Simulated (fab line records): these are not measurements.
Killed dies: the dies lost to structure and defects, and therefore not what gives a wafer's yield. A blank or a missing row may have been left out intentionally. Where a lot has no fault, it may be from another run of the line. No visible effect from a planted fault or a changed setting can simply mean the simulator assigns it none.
Which of the tools did it? || flow rit_cmos || 14 lots, 42 wafers sampled, at 2 steps of a route of 202

WHAT EACH GAUGE READ, for each wafer
RIT_PWELL_OVL_MEAS_06.
{"lot": "L528", "measured": "day 2 07:16", "on": "overlay-02", "PWELL_OVL (nm)": "-0.1 0.3 1.2"}
{"lot": "L529", "measured": "day 2 08:34", "on": "overlay-01", "PWELL_OVL (nm)": "-2.2 -2.0 -1.7"}
{"lot": "L530", "measured": "day 2 13:21", "on": "overlay-02", "PWELL_OVL (nm)": "3.0 1.7 2.8"}
{"lot": "L531", "measured": "day 2 21:27", "on": "overlay-02", "PWELL_OVL (nm)": "0.9 1.3 -1.6"}
{"lot": "L532", "measured": "day 2 23:26", "on": "overlay-02", "PWELL_OVL (nm)": "1.6 -0.3 0.7"}
{"lot": "L533", "measured": "day 3 04:10", "on": "overlay-02", "PWELL_OVL (nm)": "1.1 2.3 2.6"}
{"lot": "L534", "measured": "day 3 08:44", "on": "overlay-02", "PWELL_OVL (nm)": "2.8 1.1 2.0"}
{"lot": "L535", "measured": "day 3 14:05", "on": "overlay-02", "PWELL_OVL (nm)": "-0.2 0.9 -1.0"}
{"lot": "L536", "measured": "day 4 00:08", "on": "overlay-01", "PWELL_OVL (nm)": "420.9 422.4 421.8"}
{"lot": "L537", "measured": "day 4 01:22", "on": "overlay-02", "PWELL_OVL (nm)": "-2.0 -1.7 -1.7"}
{"lot": "L540", "measured": "day 4 15:46", "on": "overlay-01", "PWELL_OVL (nm)": "-3.3 -3.7 -2.7"}
{"lot": "L541", "measured": "day 4 20:44", "on": "overlay-01", "PWELL_OVL (nm)": "420.7 421.5 421.1"}
{"lot": "L547", "measured": "day 6 02:02", "on": "overlay-01", "PWELL_OVL (nm)": "-3.3 -4.7 -2.0"}
{"lot": "L548", "measured": "day 6 08:26", "on": "overlay-01", "PWELL_OVL (nm)": "-1.8 -3.1 -1.3"}

TOOL THAT RAN EACH LOT (tool first, then ch and the chambers of the sampled wafers, then the start)
{"lot": "L528", "RIT_PWELL_EXPOSE_03": "iline_stepper-01 ch 0, day 2 06:52"}
{"lot": "L529", "RIT_PWELL_EXPOSE_03": "iline_stepper-02 ch 0, day 2 08:09"}
{"lot": "L530", "RIT_PWELL_EXPOSE_03": "iline_stepper-01 ch 0, day 2 12:45"}
{"lot": "L531", "RIT_PWELL_EXPOSE_03": "iline_stepper-01 ch 0, day 2 20:50"}
{"lot": "L532", "RIT_PWELL_EXPOSE_03": "iline_stepper-01 ch 0, day 2 23:02"}
{"lot": "L533", "RIT_PWELL_EXPOSE_03": "iline_stepper-01 ch 0, day 3 03:32"}
{"lot": "L534", "RIT_PWELL_EXPOSE_03": "iline_stepper-01 ch 0, day 3 08:17"}
{"lot": "L535", "RIT_PWELL_EXPOSE_03": "iline_stepper-01 ch 0, day 3 13:40"}
{"lot": "L536", "RIT_PWELL_EXPOSE_03": "iline_stepper-01 ch 0, day 3 23:35"}
{"lot": "L537", "RIT_PWELL_EXPOSE_03": "iline_stepper-02 ch 0, day 4 00:56"}
{"lot": "L540", "RIT_PWELL_EXPOSE_03": "iline_stepper-02 ch 0, day 4 15:20"}
{"lot": "L541", "RIT_PWELL_EXPOSE_03": "iline_stepper-01 ch 0, day 4 20:13"}
{"lot": "L547", "RIT_PWELL_EXPOSE_03": "iline_stepper-02 ch 0, day 6 01:37"}
{"lot": "L548", "RIT_PWELL_EXPOSE_03": "iline_stepper-02 ch 0, day 6 08:01"}
- RIT_PWELL_EXPOSE_03: exposes mask M3, target cd 43700 nm.

WHAT THE TOOLS THEMSELVES READ (means of the sampled wafers that have a number; where no wafer has one, the mark that the record gives instead)
The record holds no such reading with a usual standard deviation.

THE ANSWER, worked out from the rows above alone
Rule: usual is defined by the lots themselves. The widest of any qualifying gaps counts: lots, ordered by their means at a reading, are off when they make up no more than a third of the lots, leave a main group of 4 or more, and stand apart from it by 3 or more times the standard deviation of that group's means. The tables above print the reading to a certain number of digits; a main group whose means all agree to those digits is not used. Also off: a lot with no number at a reading for which 4 or more lots have one. Where the step has rows for the other lots, those lots are counted as sound. The gauges are gone through in route order, then the tools' own readings, and for those a lot's mean is taken as printed above. At the first step where some lot is off, the reading lying furthest off is the one used; lots without a number count as furthest.
Off: L536, L541, at RIT_PWELL_OVL_MEAS_06 (PWELL_OVL). Mean -0.4 nm and standard deviation 2 in the main group.
If a tool, at a process step before that reading, ran all the lots that are off and no sound lot after the first of them, it fits. The gauges at RIT_PWELL_OVL_MEAS_06 are tried like those tools. One fits: RIT_PWELL_EXPOSE_03 on iline_stepper-01. A fault onset in the window from L535 (day 3 13:40, its last sound lot) to L536 (day 3 23:35, its first lot off) fits.

WHAT HAD BEEN PUT IN BY THE SIMULATOR
Scanner matching overlay: iline_stepper-01, from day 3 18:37 on, at RIT_PWELL_EXPOSE_03. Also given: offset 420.
Struck lots among those shown: L536, L541. The same result came from the rule above.
